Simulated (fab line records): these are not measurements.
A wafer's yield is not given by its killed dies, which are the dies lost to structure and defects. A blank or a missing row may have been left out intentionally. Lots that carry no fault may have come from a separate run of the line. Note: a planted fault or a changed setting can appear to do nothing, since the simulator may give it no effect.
Split-lot trial | flow ritCmos | 19 wafers read from 5 lots, route of 202 steps

== ON THE SPLIT ==
At RIT_PWELL_IMPLANT_08, the setting doseCm2 was moved away from the recipe's 7e+13 on 5 of the 19 wafers read, by -6.6% to -4.3%. For the rest of the wafers, this setting stayed at what the recipe calls for.

== FROM THE SPLIT TO THE READING: what the file shows between them, 14 steps ==
- RIT_PRETRO_SOFTBAKE_02: time 60 s (also split here: tempC)
- RIT_PRETRO_EXPOSE_03: exposes mask M5, target cd 43700 nm
- RIT_PRETRO_PEB_04
- RIT_PRETRO_DEVELOP_05: develop time 68 s
- RIT_PRETRO_IMPLANT_08 (also split here: energyKev)
- RIT_GATE_CLEAN_02: cleans in dHF, time 30 s (also split here: timeS)
- RIT_GATE_CLEAN_03: cleans in SC2, time 600 s
- RIT_GATE_CLEAN_04: cleans in dHF, time 60 s
- RIT_FOX2_THK_MEAS_91
- RIT_GATE_CVD_08: deposits poly-Si from SiH4, target thk 250 nm, time 2220 s (also split here: timeS)
- RIT_GATE_THK_MEAS_09
- RIT_GATE_ETCH_19: etches poly-Si in SF6/CHF3/O2, stops on SiO2, time 165 s, target depth 312.5 nm (also split here: overEtchFrac)
- RIT_NLDD_IMPLANT_08 (also split here: doseCm2)
- RIT_PLDD_HARDBAKE_07: time 60 s (also split here: tempC)

== THE READING ==
etest.pwellPinched.rsOhmSq (the simulator's own value, which no gauge read), at RIT_M1_PROBE_99. The file gives no usual value for it. Across the 14 wafers here that went through the recipe, the average is 458.8 and the standard deviation 5.4.

wafer  | tool, chamber at the split | doseCm2 as run | against the recipe | etest.pwellPinched.rsOhmSq | against lot-mates on the recipe
L077.1 | implanter-03, 0            | 7e+13          | recipe             | 457.5                      | -
L077.2 | implanter-03, 0            | 7e+13          | recipe             | 457.4                      | -
L077.3 | implanter-03, 0            | 7e+13          | recipe             | 459.8                      | -
L081.1 | implanter-03, 0            | 7e+13          | recipe             | 458.4                      | -
L081.2 | implanter-03, 0            | 7e+13          | recipe             | 451.4                      | -
L081.3 | implanter-03, 0            | 7e+13          | recipe             | 446.2                      | -
L081.4 | implanter-03, 0            | 7e+13          | recipe             | 454.5                      | -
L081.6 | implanter-03, 0            | 7e+13          | recipe             | 460.4                      | -
L082.2 | implanter-04, 0            | 7e+13          | recipe             | 468.9                      | -
L082.3 | implanter-04, 0            | 7e+13          | recipe             | 464.2                      | -
L082.4 | implanter-04, 0            | 6.536e+13      | -6.6%              | 489.9                      | +23.4
L082.5 | implanter-04, 0            | 6.536e+13      | -6.6%              | 482.7                      | +16.2
L082.6 | implanter-04, 0            | 6.536e+13      | -6.6%              | 493.9                      | +27.4
L083.1 | implanter-03, 0            | 6.696e+13      | -4.3%              | 476                        | +14.6
L083.3 | implanter-03, 0            | 7e+13          | recipe             | 459.3                      | -
L083.4 | implanter-03, 0            | 7e+13          | recipe             | 463.9                      | -
L083.5 | implanter-03, 0            | 6.696e+13      | -4.3%              | 473                        | +11.6
L083.6 | implanter-03, 0            | 7e+13          | recipe             | 460.9                      | -
L084.3 | implanter-03, 0            | 7e+13          | recipe             | 460.7                      | -

FIT RESULTS
A straight line over all 19 wafers: etest.pwellPinched.rsOhmSq changes by -4.35 for each +1% of doseCm2; r = -0.91; the points scatter about the line by 5.4.
The same after taking each lot's own level away (the mean of its wafers on the recipe; 19 wafers): -3.3 for each +1%; r = -0.93; scatter 3.6.
On that fit, the largest move of doseCm2 shifts the reading by 22.
The span of the lots' own levels, 454.18 to 466.55, comes to 2.3 times the standard deviation stated above.
In other words, the slope is changed by the lot-to-lot level; the two fits disagree.
Check: +21.2 against its lot-mates is what the line predicts for one of the wafers moved furthest among these (-6.6%) when that wafer is left out of the fit. Against them it came out at +23.4.

== ADDITIONAL SPLITS CARRIED BY THESE WAFERS ==
These wafers also went through other splits before the reading. Each is held against what the fit with the lots' levels taken away leaves over:
other split on the same wafers  | wafers away from the commonest value | r with etest.pwellPinched.rsOhmSq (lot level and that fit taken away)
RIT_ACTIVE_CVD_03 tempC         | 6                                    | +0.05
RIT_ACTIVE_ETCH_13 timeS        | 8                                    | +0.09
RIT_FOX2_OXIDATION_00 tempC     | 14                                   | +0.04
RIT_NWELL_COAT_01 resistThkNm   | 7                                    | +0.18
RIT_NWELL_HARDBAKE_07 tempC     | 7                                    | +0.23
RIT_PRETRO_SOFTBAKE_02 tempC    | 9                                    | +0.44
RIT_PRETRO_IMPLANT_08 energyKev | 6                                    | +0.14
RIT_GATE_CLEAN_02 timeS         | 14                                   | +0.07
RIT_GATE_CVD_08 timeS           | 1                                    | +0.00
RIT_GATE_ETCH_19 overEtchFrac   | 5                                    | -0.19
RIT_NLDD_IMPLANT_08 doseCm2     | 8                                    | -0.05
RIT_PLDD_HARDBAKE_07 tempC      | 7                                    | +0.20

== THE FILE'S OWN FIT ==
etest.pwellPinched.rsOhmSq changes by -3.26 for each +1% of doseCm2, r = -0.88.
